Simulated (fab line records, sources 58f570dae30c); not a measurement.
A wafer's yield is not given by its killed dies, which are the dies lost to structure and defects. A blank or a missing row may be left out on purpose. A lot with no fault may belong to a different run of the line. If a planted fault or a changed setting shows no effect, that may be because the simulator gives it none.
Which tool did it?    flow berkeley-cmos170    39 wafers from 13 lots sampled at 5 of the route's 331 steps

## WHAT EACH GAUGE READ, for each wafer
UCB170_NVT_OVL_MEAS_06. Usual: NVT_OVL 2 nm, standard deviation 5.6.
lot   measured      on          NVT_OVL (nm)  flag
L604  day 5 02:46   overlay-01  7 7 8         
L606  day 5 13:15   overlay-01  0 12 -2       
L609  day 6 12:32   overlay-02  0 13 4        
L610  day 6 12:47   overlay-01  8 14 2        
L612  day 6 22:14   overlay-02  -4 -10 -2     
L611  day 6 22:20   overlay-01  0 7 -1        
L613  day 6 22:36   overlay-01  3 3 -6        
L614  day 7 21:55   overlay-01  5 5 8         
L615  day 7 22:11   overlay-02  5 5 1         
L616  day 8 02:04   overlay-02  -1 0 -2       
L618  day 8 13:46   overlay-02  -14 -6 -2     
L619  day 9 02:34   overlay-02  4 0 -7        
L627  day 10 06:16  overlay-01  3 -1 5        

UCB170_GATE_CD_MEAS_90: target cd 350 nm. Usual: cd-nm 349.5 nm, standard deviation 1.7.
lot   measured      on         cd-nm (nm)         flag
L604  day 5 17:19   cd-sem-01  351.0 349.8 350.6  
L606  day 6 04:56   cd-sem-01  350.3 351.6 350.6  
L609  day 7 06:40   cd-sem-01  351.0 351.2 352.4  
L610  day 7 06:32   cd-sem-01  350.3 350.5 351.0  
L612  day 7 10:08   cd-sem-02  349.7 348.9 349.5  
L611  day 7 10:24   cd-sem-01  348.9 349.1 348.4  
L613  day 7 18:16   cd-sem-01  346.0 346.5 346.3  
L614  day 8 14:35   cd-sem-01  348.1 347.3 346.9  
L615  day 8 14:20   cd-sem-02  349.8 349.4 350.5  
L616  day 8 21:38   cd-sem-01  349.2 349.3 348.1  
L618  day 9 06:17   cd-sem-02  349.5 349.3 349.4  
L619  day 9 17:23   cd-sem-02  355.0 351.9 351.5  
L627  day 10 22:13  cd-sem-02  345.5 346.3 346.1  

UCB170_CONTACT_CD_MEAS_90: target cd 700 nm. Usual: cd-nm 700.0 nm, standard deviation 1.4.
lot   measured      on         cd-nm (nm)         flag
L604  day 6 14:17   cd-sem-02  699.1 699.9 700.5  
L606  day 7 01:50   cd-sem-02  701.7 698.6 701.3  
L609  day 8 03:31   cd-sem-01  702.8 701.7 700.8  
L610  day 7 23:27   cd-sem-02  700.3 700.4 700.0  
L612  day 8 05:38   cd-sem-01  699.8 697.4 697.6  
L611  day 8 04:05   cd-sem-01  701.9 702.3 702.5  
L613  day 8 16:19   cd-sem-01  699.8 701.1 701.2  
L614  day 9 11:43   cd-sem-01  700.5 700.3 698.6  
L615  day 9 11:08   cd-sem-01  700.5 700.4 701.5  
L616  day 9 18:08   cd-sem-02  699.6 700.3 699.1  
L618  day 10 01:59  cd-sem-02  699.9 699.9 700.3  
L619  day 10 12:47  cd-sem-02  698.1 698.4 698.4  
L627  day 11 22:52  cd-sem-01  699.0 699.6 698.7  

UCB170_V1_OVL_MEAS_13. Usual: V1_OVL 0 nm, standard deviation 6.2.
lot   measured      on          V1_OVL (nm)  flag
L604  day 6 22:25   overlay-02  1 6 -6       
L606  day 7 11:56   overlay-01  3 4 -7       
L609  day 8 10:20   overlay-02  0 -7 -3      
L610  day 8 09:51   overlay-02  3 3 3        
L612  day 8 16:44   overlay-02  7 6 -3       
L611  day 8 10:06   overlay-02  -7 -2 -9     
L613  day 9 02:25   overlay-01  13 9 3       
L614  day 9 21:02   overlay-02  1 2 4        
L615  day 9 20:38   overlay-02  -9 -8 2      
L616  day 10 00:55  overlay-02  1 -5 -6      
L618  day 10 10:40  overlay-02  4 1 1        
L619  day 10 21:39  overlay-01  0 8 -1       
L627  day 12 08:49  overlay-01  -7 -8 -5     

## EACH LOT AND THE TOOL THAT RAN IT (in order: tool; ch and the chambers of the sampled wafers; start)
lot   UCB170_GATE_ETCH_14
L604  rie-diel-01 ch 0,1,3, day 5 17:07
L606  rie-diel-04 ch 1,2,3, day 6 04:44
L609  rie-diel-03 ch 0,1, day 7 06:28
L610  rie-diel-04 ch 0,2,3, day 7 06:20
L612  rie-diel-03 ch 0,1, day 7 09:56
L611  rie-diel-01 ch 0,3, day 7 10:10
L613  rie-diel-01 ch 1,2, day 7 18:04
L614  rie-diel-04 ch 0,1,3, day 8 14:22
L615  rie-diel-01 ch 0,2,3, day 8 14:08
L616  rie-diel-04 ch 0,1,3, day 8 21:25
L618  rie-diel-04 ch 2,3, day 9 06:04
L619  rie-diel-01 ch 0,1,3, day 9 17:11
L627  rie-diel-03 ch 1,3, day 10 21:58
- UCB170_GATE_ETCH_14: etches BARC in N2/H2.

## WHAT THE TOOLS THEMSELVES READ (means of the sampled wafers that have a number; where no wafer has one, the mark that the record gives instead)
UCB170_GATE_ETCH_14. Usual: drypump-motor-current-A 5.8 A, standard deviation 0.33; oes-product-au 0.996 a.u., standard deviation 0.016; throttle-valve-pct 13.33 %, standard deviation 0.18.
lot   tool         drypump-motor-current-A (A)  oes-product-au (a.u.)  throttle-valve-pct (%)  flag
L604  rie-diel-01  5.8                          0.989                  13.47                   
L606  rie-diel-04  5.7                          1.015                  13.40                   
L609  rie-diel-03  6.1                          0.979                  13.21                   
L610  rie-diel-04  5.9                          1.022                  13.51                   
L612  rie-diel-03  6.2                          0.987                  13.20                   
L611  rie-diel-01  5.5                          0.983                  13.41                   
L613  rie-diel-01  6.1                          0.991                  13.40                   
L614  rie-diel-04  5.6                          1.009                  13.41                   
L615  rie-diel-01  5.6                          0.995                  13.31                   
L616  rie-diel-04  5.6                          1.010                  13.42                   
L618  rie-diel-04  5.7                          1.007                  13.43                   
L619  rie-diel-01  5.8                          0.986                  13.47                   
L627  rie-diel-03  5.9                          0.977                  13.31                   

## THE ANSWER, worked out from the rows above alone
Rule: a lot counts as off when the mean over its wafers that have a number is more than 3 standard deviations away from the usual mean. Also off: a lot with no number at a reading for which 4 or more lots have one. Where the step has rows for the other lots, those lots are counted as sound. After the gauges, taken in route order, come the tools' own readings; for these a lot's mean is taken, as printed above. At the first step where some lot is off, the reading lying furthest off is the one used; lots without a number count as furthest.
No lot is off on any of the readings shown, so nothing can be concluded from this.

## WHAT HAD BEEN PUT IN BY THE SIMULATOR
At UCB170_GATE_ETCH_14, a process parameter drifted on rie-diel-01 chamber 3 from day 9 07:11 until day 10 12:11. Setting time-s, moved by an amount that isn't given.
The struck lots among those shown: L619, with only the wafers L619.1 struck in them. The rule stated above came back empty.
